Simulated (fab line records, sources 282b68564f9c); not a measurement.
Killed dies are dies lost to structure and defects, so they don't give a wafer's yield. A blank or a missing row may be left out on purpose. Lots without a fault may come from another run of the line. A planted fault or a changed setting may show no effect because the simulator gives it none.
A struck lot beside a sound one | flow rit_cmos | 34 steps out of a route of 202
Sound: wafers L731.4, L731.5, L731.6. Struck: wafers L744.2, L744.4, L744.5. The cause comes at the end.
At each step with rows: each side's tool, then ch and its chambers, then its first start. Under that, the readings that differ: sound wafers | struck wafers | difference of the means | sigmas: that difference in standard deviations of wafers without a fault.
alike: readings whose means differ by less than 2 such deviations, and words and numbers that are the same on both sides. not compared: withheld readings, readings that some wafer has no value for, bounds like >300 that may hide the same value, and numbers for which the record gives no deviation and whose values overlap.
The two part at a step that has a row with sigmas, a row that says differs or no value, or rows on one side only. Numbers that don't overlap but have no deviation are shown without sigmas and don't part them. A reading that every wafer of one side lacks parts them only if that side has two wafers or more.

first, 2 steps without rows for these wafers: RIT_SPACER_CLEAN_02 (cleans in SC2, time 600 s); RIT_SPACER_CVD_03 (deposits Si3N4 from SiH2Cl2/NH3, target thk 250 nm, time 3300 s).
RIT_SPACER_THK_MEAS_04:
  sound on film_metro-01, day 4 20:30; struck on film_metro-02, day 7 08:28
  alike: SPACER_NITRIDE_THK
RIT_SPACER_ETCHBACK_05: etches Si3N4 in SF6/CHF3, stops on SiO2, target depth 250 nm, time 240 s.
  sound on rie_diel-03 ch 2,3, day 4 20:32; struck on rie_diel-03 ch 0,2,3, day 7 08:31
  alike: SF6_flow_sccm, drypump_motor_current_A, oes_product_au, throttle_valve_pct
  not compared: rf_hours_counter_h
then, 6 steps without rows for these wafers: RIT_NSD_HMDS_00 (prime time 60 s); RIT_NSD_COAT_01 (resist thk 1000 nm); RIT_NSD_SOFTBAKE_02 (time 60 s); RIT_NSD_EXPOSE_03 (exposes mask M9, target cd 40700 nm); RIT_NSD_PEB_04; RIT_NSD_DEVELOP_05 (develop time 50 s).
RIT_NSD_OVL_MEAS_06:
  sound on overlay-02, day 4 21:33; struck on overlay-01, day 7 09:31
  alike: NSD_OVL
then, 1 step without rows for these wafers: RIT_NSD_HARDBAKE_07 (time 60 s).
RIT_NSD_IMPLANT_08:
  sound on implanter-03 ch 0, day 4 21:48; struck on implanter-03 ch 0, day 7 09:43
RIT_NSD_STRIP_09: strips in O2, time 180 s.
  sound on plasma_asher-02 ch 0,1, day 4 21:56; struck on plasma_asher-04 ch 0,1, day 7 09:50
  alike: drypump_motor_current_A
  not compared: rf_hours_counter_h
RIT_NSD_TW_MEAS_10:
  sound on film_metro-01, day 4 22:05; struck on film_metro-01, day 7 10:02
  alike: NSD_TW
then, 6 steps without rows for these wafers: RIT_PSD_HMDS_00 (prime time 60 s); RIT_PSD_COAT_01 (resist thk 1000 nm); RIT_PSD_SOFTBAKE_02 (time 60 s); RIT_PSD_EXPOSE_03 (exposes mask M10, target cd 40900 nm); RIT_PSD_PEB_04; RIT_PSD_DEVELOP_05 (develop time 50 s).
RIT_PSD_OVL_MEAS_06:
  sound on overlay-02, day 4 22:58; struck on overlay-02, day 7 11:04
  alike: PSD_OVL
then, 2 steps without rows for these wafers: RIT_PSD_HARDBAKE_07 (time 60 s); RIT_PSD_IMPLANT_08.
RIT_PSD_STRIP_09: strips in O2, time 180 s.
  sound on plasma_asher-03 ch 0,1, day 4 23:21; struck on plasma_asher-04 ch 0,1, day 7 11:23
  alike: drypump_motor_current_A
  not compared: rf_hours_counter_h
RIT_PSD_TW_MEAS_10:
  sound on film_metro-02, day 4 23:30; struck on film_metro-01, day 7 11:34
  reading | sound          | struck         | difference | sigmas
  PSD_TW  | 3487 3458 3478 | 3423 3416 3424 | -53        | -2
then, 3 steps without rows for these wafers: RIT_SDANNEAL_CLEAN_00 (cleans in SC1, time 600 s); RIT_SDANNEAL_CLEAN_01 (cleans in dHF, time 30 s); RIT_SDANNEAL_CLEAN_02 (cleans in SC2, time 600 s).
RIT_SDANNEAL_RTA_03: time 5 s.
  sound on rtp_anneal-01 ch 0, day 4 23:55; struck on rtp_anneal-02 ch 0, day 7 12:11
  alike: anneal_temp_c_max, wafer_temp_C_max
RIT_SDANNEAL_RS_MEAS_04: measures by four-point-probe.
  sound on film_metro-01, day 5 00:01; struck on film_metro-04, day 7 12:15
  alike: PSD_RS
RIT_SDANNEAL_RS_MEAS_05: measures by four-point-probe.
  sound on film_metro-01, day 5 00:08; struck on film_metro-04, day 7 12:22
  reading         | sound          | struck | difference                    | sigmas
  NSD_RS (ohm/sq) | 84.4 84.6 84.2 | - - -  | no value on the struck wafers |
RIT_SDANNEAL_RS_MEAS_06: measures by four-point-probe.
  sound on film_metro-01, day 5 00:15; struck on film_metro-04, day 7 12:29
  alike: PLDD_RS
RIT_M1_PROBE_99:
  the record has rows for the struck wafers here (prober-01, day 7 19:32) and none for the sound ones

WHERE THEY PART
First at RIT_PSD_TW_MEAS_10; last, within this record, at RIT_M1_PROBE_99.

WHY: what the simulator had put in
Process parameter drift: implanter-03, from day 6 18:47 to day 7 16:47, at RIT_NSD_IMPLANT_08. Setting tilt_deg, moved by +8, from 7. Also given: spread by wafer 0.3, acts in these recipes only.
